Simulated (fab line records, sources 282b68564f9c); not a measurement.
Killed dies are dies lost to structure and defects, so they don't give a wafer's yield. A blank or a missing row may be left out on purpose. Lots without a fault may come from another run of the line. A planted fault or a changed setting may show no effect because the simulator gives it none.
A struck lot beside a sound one | flow rit_cmos | 27 steps out of a route of 202
Sound: wafers L199.2, L199.4, L199.6. Struck: wafers L201.2, L201.5, L201.6. The cause comes at the end.
At each step with rows: each side's tool, then ch and its chambers, then its first start. Under that, the readings that differ: sound wafers | struck wafers | difference of the means | sigmas: that difference in standard deviations of wafers without a fault.
alike: readings whose means differ by less than 2 such deviations, and words and numbers that are the same on both sides. not compared: withheld readings, readings that some wafer has no value for, bounds like >300 that may hide the same value, and numbers for which the record gives no deviation and whose values overlap.
The two part at a step that has a row with sigmas, a row that says differs or no value, or rows on one side only. Numbers that don't overlap but have no deviation are shown without sigmas and don't part them. A reading that every wafer of one side lacks parts them only if that side has two wafers or more.

first, 4 steps without rows for these wafers: RIT_CONTACT_SOFTBAKE_04 (time 60 s); RIT_CONTACT_EXPOSE_05 (exposes mask M11, target cd 1000 nm); RIT_CONTACT_PEB_06; RIT_CONTACT_DEVELOP_07 (develop time 120 s).
RIT_CONTACT_CD_MEAS_08: target cd 1000 nm.
  sound on cd_sem-01, day 3 13:25; struck on cd_sem-02, day 3 23:20
  alike: cd_nm
RIT_CONTACT_OVL_MEAS_09:
  sound on overlay-02, day 3 13:31; struck on overlay-01, day 3 23:26
  alike: CONTACT_OVL
then, 1 step without rows for these wafers: RIT_CONTACT_HARDBAKE_10 (time 60 s).
RIT_CONTACT_ETCH_11: etches SiO2 in CHF3/CF4/Ar, stops on TiSi2, target depth 480 nm, time 320 s.
  sound on rie_diel-04 ch 1,2,3, day 3 13:42; struck on rie_diel-03 ch 0,3, day 3 23:42
  alike: drypump_motor_current_A, oes_product_au, throttle_valve_pct
  not compared: rf_hours_counter_h
RIT_CONTACT_STRIP_12: strips in O2, time 180 s.
  sound on plasma_asher-01 ch 0,1, day 3 13:54; struck on plasma_asher-01 ch 0,1, day 3 23:53
  alike: drypump_motor_current_A
  not compared: rf_hours_counter_h
RIT_CONTACT_CD_MEAS_90: target cd 1000 nm.
  sound on cd_sem-01, day 3 14:05; struck on cd_sem-02, day 4 00:05
  alike: cd_nm
then, 2 steps without rows for these wafers: RIT_CONTACT_CLEAN_13 (cleans in SC1, time 600 s); RIT_CONTACT_CLEAN_14 (cleans in SC2, time 600 s).
RIT_M1_SPUTTER_00: material Al, target thk 400 nm, time 500 s.
  sound on pvd_sputter-04, day 3 14:34; struck on pvd_sputter-04, day 4 00:33
  reading                               | sound                | struck               | difference | sigmas
  cathode_dc_power_W (W)                | 2000.1 2000.0 2000.2 | 2054.6 2054.2 2054.8 | +54.4      | +99 or more
  model.Al_of_M1_SPUTTER_00.thk_nm (nm) | 395.5 399 399.5      | 408 406.6 406.9      | +9         |
  alike: throttle_valve_pct
RIT_M1_RS_MEAS_01: measures by four-point-probe.
  sound on film_metro-03, day 3 14:52; struck on film_metro-04, day 4 00:52
  reading           | sound                | struck               | difference | sigmas
  M1_AL_RS (ohm/sq) | 0.0742 0.0737 0.0735 | 0.0719 0.0721 0.0723 | -0.0017    | -2
RIT_M1_THK_MEAS_02: measures by xrf.
  sound on film_metro-03, day 3 14:59; struck on film_metro-04, day 4 00:59
  reading        | sound       | struck      | difference | sigmas
  M1_AL_THK (nm) | 398 405 405 | 416 415 415 | +13        | +3
then, 6 steps without rows for these wafers: RIT_M1_HMDS_03 (prime time 60 s); RIT_M1_COAT_04 (resist thk 1300 nm); RIT_M1_SOFTBAKE_05 (time 60 s); RIT_M1_EXPOSE_06 (exposes mask M12, target cd 2600 nm); RIT_M1_PEB_07; RIT_M1_DEVELOP_08 (develop time 68 s).
RIT_M1_CD_MEAS_09: target cd 2600 nm.
  sound on cd_sem-01, day 3 15:56; struck on cd_sem-01, day 4 01:56
  alike: cd_nm
RIT_M1_OVL_MEAS_10:
  sound on overlay-01, day 3 16:02; struck on overlay-01, day 4 02:02
  alike: M1_OVL
then, 1 step without rows for these wafers: RIT_M1_HARDBAKE_11 (time 120 s).
RIT_M1_METAL_ETCH_12: etches Al in Cl2/BCl3, stops on SiO2, time 165 s, target depth 600 nm.
  sound on rie_metal-02 ch 0,1, day 3 16:19; struck on rie_metal-04 ch 0,1, day 4 02:19
  reading                        | sound             | struck            | difference | sigmas
  throttle_valve_pct (%)         | 8.12 8.16 8.12    | 8.45 8.46 8.40    | +0.30      | +3
  model.M1.feature_depth_nm (nm) | 427.8 431.7 431.4 | 441.8 440.6 439.9 | +10.5      |
  model.etch.depth_nm (nm)       | 395.5 399 399.5   | 408 406.6 406.9   | +9         |
  alike: drypump_motor_current_A, mfc_cl2_sccm, oes_product_au
  not compared: rf_hours_counter_h
then, 1 step without rows for these wafers: RIT_M1_STRIP_13 (strips in nmp, time 600 s).
RIT_M1_PROBE_99:
  sound on prober-01, day 3 18:40; struck on prober-01, day 4 04:38
  reading                  | sound                  | struck                  | difference | sigmas
  model.etest.m1.rs_ohm_sq | 0.07317 0.0725 0.07278 | 0.07104 0.07166 0.07165 | -0.00137   |
  alike: defect_limited_yield, killed_at_contacts, killed_at_front_end, killed_dies, killed_open, killed_short, sort_bin_3_pad_short, sort_bin_5_function, sort_bin_6_memory, sort_n_pass, sort_yield_pct

WHERE THEY PART
First at RIT_M1_SPUTTER_00; last, within this record, at RIT_M1_METAL_ETCH_12. Later steps at which nothing parts them and some readings are alike: RIT_M1_PROBE_99.

WHY: what the simulator had put in
Process parameter drift: pvd_sputter-04, from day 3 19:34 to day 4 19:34, at RIT_M1_SPUTTER_00. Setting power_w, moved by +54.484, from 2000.
